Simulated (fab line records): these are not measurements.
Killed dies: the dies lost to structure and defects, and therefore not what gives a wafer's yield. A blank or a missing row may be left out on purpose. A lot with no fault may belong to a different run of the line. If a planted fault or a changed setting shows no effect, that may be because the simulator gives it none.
8D (eight disciplines) problem report, filled in by code ; flow berkeleyCmos170 ; the parts of the form that need people (team, actions taken, sign-off) are left out

== 1. THE ISSUE ==
spinSpeedRpm at UCB170_BACKSIDE_COAT_01 reads a mean of 1219.5 rpm on 6 wafers of 2 lots; wafers without a fault read 1500.0 rpm with a standard deviation of 0.98. That is -99 or more standard deviations from the usual mean.
The step: resist thk 890.5 nm.
The first sign was on wafer L323.1 at day 10 16:47, on lithoTrack-03. The record has a number at this step for 42 wafers belonging to 14 lots. Rule for "out", or "out of limits": more than 4 standard deviations from the usual mean. The rest of the wafers with a number are treated as sound.

== 2. WHAT IT IS; WHAT IT IS NOT ==
question;is;is not
which readings at this step;spinSpeedRpm;dispensePressureKPa
which lots;L323, L327;L312, L313, L315, L316, L317, L318, L324, L329, L331, L333, L334, L335
which wafers of those lots;all that have a number;-
read on which tools;lithoTrack-03;lithoTrack-01, lithoTrack-04
when;from day 10 16:47;"up to then (18 sound wafers); but 18 sound wafers of L324, L329, L331, L333, L334, L335 came after"

== 3. SUSPECTS, AND WHAT RULES EACH OUT ==
Counting: a tool at a process step up to the reading stays a suspect if it ran every lot that is out and no sound lot after the first of them.
- lithoTrack-03 at UCB170_BACKSIDE_COAT_01 (resist thk 890.5 nm): kept. Every lot that is out went through it, starting with L323 (day 10 16:47), and after that it ran no sound lot; the last sound lot it ran before then is L318 (day 9 11:35). Out on those wafers are its own readings of spinSpeedRpm.
The count leaves lithoTrack-03 at UCB170_BACKSIDE_COAT_01.

== 4. THE CAUSE (what the simulator had put in) ==
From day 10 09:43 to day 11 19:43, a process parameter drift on lithoTrack-03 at UCB170_BACKSIDE_COAT_01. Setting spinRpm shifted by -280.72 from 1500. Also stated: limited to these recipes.
After counting, this tool was the only one left.

== 5. THE CHAIN OF EFFECTS, in route order ==
Each row: a reading where the mean over the struck wafers with a number is more than 3 standard deviations away from the usual. Only readings whose record carries a usual standard deviation are examined. hours: median over the lots of the time between each lot's start at the first step of this table that gives one and its start at this step. sigmas: the change, counted in usual standard deviations.
hours;step;reading;usual;on struck wafers;change;sigmas
0;UCB170_BACKSIDE_COAT_01;spinSpeedRpm;1500.0 rpm;1219.5;-280.5;-99 or more
0;UCB170_BACKSIDE_STRIP_03;stripTimeToEndpointS;21.76 s;24.05;+2.29;+32
Its process steps:
- UCB170_BACKSIDE_COAT_01: resist thk 890.5 nm.
- UCB170_BACKSIDE_STRIP_03: strips in O2.

== 6. WHAT WOULD HAVE CAUGHT IT SOONER ==
First out-of-limits reading in this record: day 10 16:47, which is 7 hours after fault onset at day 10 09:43.
